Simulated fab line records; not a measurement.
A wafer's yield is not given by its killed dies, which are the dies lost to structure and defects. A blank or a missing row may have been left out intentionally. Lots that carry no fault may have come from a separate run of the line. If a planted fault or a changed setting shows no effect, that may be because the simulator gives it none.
What tool caused it?	flow berkeley_cmos170	Sampling: 14 lots, 42 wafers, 3 of 331 route steps

WHAT EACH GAUGE READ, for each wafer
UCB170_NLDD_TW_MEAS_11. Usual: NLDD_TW typically reads 2224, with standard deviation 11.
lot	measured	on	NLDD_TW	flag
L667	day 7 15:14	film_metro-01	2217 2208 2215	
L666	day 7 15:31	film_metro-04	2209 2228 2215	
L668	day 7 15:46	film_metro-04	2205 2216 2213	
L669	day 8 03:58	film_metro-04	2217 2204 2209	
L670	day 8 04:20	film_metro-01	2212 2195 2208	
L673	day 8 14:19	film_metro-02	2224 2242 2230	
L672	day 8 15:08	film_metro-02	2241 2242 2242	
L671	day 8 15:24	film_metro-04	2211 2200 2205	
L675	day 9 01:22	film_metro-02	2220 2239 2237	
L676	day 9 17:29	film_metro-02	2240 2237 2231	
L677	day 9 17:26	film_metro-01	2103 2095 2097 2098 2101 2098	OFF
L679	day 9 17:58	film_metro-02	2110 2116 2099 2110 2109 2111	OFF
L687	day 11 18:23	film_metro-02	2235 2229 2227	
L689	day 11 19:28	film_metro-04	2207 2212 2208	

UCB170_SDANNEAL_RS_MEAS_05: measurement is done with a four-point probe. Usual: NLDD_RS typically reads 613.4 ohm/sq, with standard deviation 1.7.
lot	measured	on	NLDD_RS (ohm/sq)	flag
L667	day 8 02:50	film_metro-04	610.6 612.9 612.3	
L666	day 8 03:19	film_metro-02	612.4 612.6 613.3	
L668	day 8 03:08	film_metro-01	611.7 610.5 611.8	
L669	day 8 21:31	film_metro-04	611.7 611.1 611.7	
L670	day 8 21:34	film_metro-01	614.1 613.1 613.2	
L673	day 9 00:22	film_metro-04	613.8 611.8 614.7	
L672	day 9 00:52	film_metro-02	617.9 614.2 615.2	
L671	day 9 00:22	film_metro-02	614.3 614.4 614.5	
L675	day 9 13:25	film_metro-04	612.3 610.1 611.0	
L676	day 10 01:58	film_metro-01	612.5 614.6 612.5	
L677	day 10 04:55	film_metro-02	706.3 708.5 707.4 706.2 706.7 707.5	OFF
L679	day 10 06:20	film_metro-02	708.4 710.7 708.9 709.4 708.0 708.6	OFF
L687	day 12 04:27	film_metro-02	616.9 616.5 617.0	
L689	day 12 05:08	film_metro-01	613.5 612.9 612.8	

EACH LOT AND THE TOOL THAT RAN IT (in order: tool; ch and the chambers of the sampled wafers; start)
lot	UCB170_NLDD_IMPLANT_08
L667	implanter-02 ch 0, day 7 14:50
L666	implanter-03 ch 0, day 7 15:08
L668	implanter-01 ch 0, day 7 15:23
L669	implanter-01 ch 0, day 8 03:34
L670	implanter-02 ch 0, day 8 03:58
L673	implanter-01 ch 0, day 8 13:56
L672	implanter-02 ch 0, day 8 14:46
L671	implanter-03 ch 0, day 8 15:01
L675	implanter-01 ch 0, day 9 00:59
L676	implanter-03 ch 0, day 9 17:01
L677	implanter-02 ch 0, day 9 17:02
L679	implanter-02 ch 0, day 9 17:34
L687	implanter-01 ch 0, day 11 17:59
L689	implanter-01 ch 0, day 11 19:05
- UCB170_NLDD_IMPLANT_08

AS READ BY THE TOOLS THEMSELVES (means over the sampled wafers that have a number; for cases with no such wafer, the mark the record gives instead)
UCB170_NLDD_IMPLANT_08. Usual: dose_ions_cm2 4.999e+13, standard deviation 5.7e+10; faraday_current_uA 158.5, standard deviation 3.
lot	tool	dose_ions_cm2	faraday_current_uA	flag
L667	implanter-02	4.997e+13	158.8	
L666	implanter-03	4.999e+13	159.0	
L668	implanter-01	4.994e+13	161.3	
L669	implanter-01	5.000e+13	159.3	
L670	implanter-02	4.997e+13	155.6	
L673	implanter-01	4.996e+13	160.7	
L672	implanter-02	5.008e+13	156.3	
L671	implanter-03	4.999e+13	158.1	
L675	implanter-01	4.996e+13	159.5	
L676	implanter-03	4.998e+13	157.5	
L677	implanter-02	3.078e+13	97.8	OFF
L679	implanter-02	3.087e+13	98.0	OFF
L687	implanter-01	5.007e+13	158.2	
L689	implanter-01	5.002e+13	159.1	

THE ANSWER, worked out from the rows above alone
Rule: lot off if the mean of its wafers having a number is beyond 3 standard deviations from the usual mean. Also off: a lot with no number at a reading for which 4 or more lots have one. Any other lot the step has rows for is counted as sound. First the gauges in route order, then the tools' own readings, where a lot's mean is used as printed above. At the first step where some lot is off, the reading lying furthest off is the one used; lots without a number count as furthest.
Off: at UCB170_NLDD_TW_MEAS_11 (NLDD_TW), L677, L679.
If a tool, at a process step before that reading, ran all the lots that are off and no sound lot after the first of them, it fits. The gauges at UCB170_NLDD_TW_MEAS_11 aren't tried: what is off there is off at UCB170_NLDD_IMPLANT_08 too, on other tools, and a gauge's error can't cause that. One fits: implanter-02 at UCB170_NLDD_IMPLANT_08. A fault onset in the window from L672 (day 8 14:46, its last sound lot) to L677 (day 9 17:02, its first lot off) fits.
The tool's own readings at UCB170_NLDD_IMPLANT_08 bear it out: on the lots that are off they differ by more than 5 times the standard deviation of the sound lots' means. dose_ions_cm2 reads 3.082e+13 there against 4.999e+13 on the sound lots; faraday_current_uA reads 97.9 there against 158.6 on the sound lots.

WHAT THE SIMULATOR HAD INSERTED
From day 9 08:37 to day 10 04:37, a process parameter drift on implanter-02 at UCB170_NLDD_IMPLANT_08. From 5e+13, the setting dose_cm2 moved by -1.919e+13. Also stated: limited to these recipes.
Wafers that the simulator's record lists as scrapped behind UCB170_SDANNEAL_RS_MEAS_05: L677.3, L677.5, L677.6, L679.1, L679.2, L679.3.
Shown lots that were struck: L677, L679. The rule above found the same.
